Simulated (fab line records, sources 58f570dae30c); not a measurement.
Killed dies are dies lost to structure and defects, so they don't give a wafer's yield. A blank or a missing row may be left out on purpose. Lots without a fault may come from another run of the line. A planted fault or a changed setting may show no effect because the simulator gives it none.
One fault seen from 2 desks | flow berkeley_cmos170 | each desk has only its own numbers; what lay behind them comes last

THE TOOL OWNER'S DESK: krf_scanner-01
The tool's own readings at UCB170_PLDD_EXPOSE_03 (exposes mask PSELECT, target cd 1200 nm): means of the sampled wafers that have a number, for each lot that ran on this tool. A lot is out of limits, marked OUT, if its mean lies more than 4 standard deviations from the usual mean; the brackets give that distance.
Columns: A = exposure_dose_mJ_cm2 at UCB170_PLDD_EXPOSE_03, usual 29.990
lot  | first seen here | A
L325 | day 6 08:37     | 29.971
L326 | day 6 18:17     | 30.035
L328 | day 7 10:40     | 29.967
L331 | day 7 22:26     | 29.991
L332 | day 7 22:33     | 29.986
L334 | day 8 12:10     | 30.005
L335 | day 8 21:07     | 29.994
L337 | day 8 22:05     | 29.980
L339 | day 9 04:10     | 30.021
L342 | day 10 08:54    | 29.991
L343 | day 10 09:00    | 30.025
This desk's finding: nothing out of limits on any of the 11 lots.

THE METROLOGY DESK
What the gauges read, lot by lot, whatever tool the lot ran on: means of the sampled wafers that have a number. A lot is out of limits, marked OUT, if its mean lies more than 4 standard deviations from the usual mean; the brackets give that distance.
Columns: A = PVT_TW at UCB170_PVT_TW_MEAS_09, usual 511; B = cd_nm at UCB170_PLDD_CD_MEAS_06, usual 1200.1 nm; C = PLDD_OVL at UCB170_PLDD_OVL_MEAS_07, usual 4 nm; D = PLDD_TW at UCB170_PLDD_TW_MEAS_11, usual 1018
lot  | first seen here | A   | B      | C             | D
L325 | day 5 17:31     | 502 | 1198.9 | 3             | 998
L326 | day 5 23:10     | 518 | 1200.9 | -1            | 999
L327 | day 5 23:28     | 503 | 1200.7 | 0             | 1035
L329 | day 6 08:10     | 519 | 1200.8 | 3             | 1030
L328 | day 6 21:03     | 503 | 1200.6 | 5             | 1034
L330 | day 6 21:19     | 505 | 1199.3 | 8             | 995
L331 | day 7 06:17     | 518 | 1199.4 | 0             | 1036
L332 | day 7 06:28     | 515 | 1197.9 | 5             | 997
L333 | day 7 17:07     | 519 | 1200.0 | 1             | 1030
L334 | day 7 22:53     | 502 | 1199.0 | 3             | 1035
L335 | day 8 07:36     | 518 | 1201.7 | 9             | 999
L337 | day 8 09:20     | 518 | 1199.9 | 184 (+34) OUT | 1032
L339 | day 8 15:34     | 518 | 1200.6 | 182 (+34) OUT | 1027
L341 | day 9 05:58     | 507 | 1198.8 | 2             | 1002
L342 | day 9 17:03     | 516 | 1197.9 | 186 (+34) OUT | 1028
L343 | day 9 17:34     | 515 | 1200.5 | 185 (+34) OUT | 1015
This desk's finding: out of limits on L337, L339, L342, L343; first on L337, day 8 22:53 (PLDD_OVL at UCB170_PLDD_OVL_MEAS_07). In limits: L325, L326, L327, L329, L328, L330, L331, L332, L333, L334, L335, L341.

PUT TOGETHER
The metrology desk could have raised an alarm at day 8 22:53, on L337, L339, L342, L343.
The tool owner's desk saw nothing out of limits.
The tool owner's desk has L337, L339, L342, L343 on record, within its limits.
Of the lots named, all ran UCB170_PLDD_EXPOSE_03 on krf_scanner-01.

WHAT THE SIMULATOR HAD PUT IN
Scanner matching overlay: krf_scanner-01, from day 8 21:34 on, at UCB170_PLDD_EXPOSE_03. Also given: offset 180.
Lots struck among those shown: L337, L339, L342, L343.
Hours from the fault's start to each desk's first reading out of limits: the metrology desk, 1.
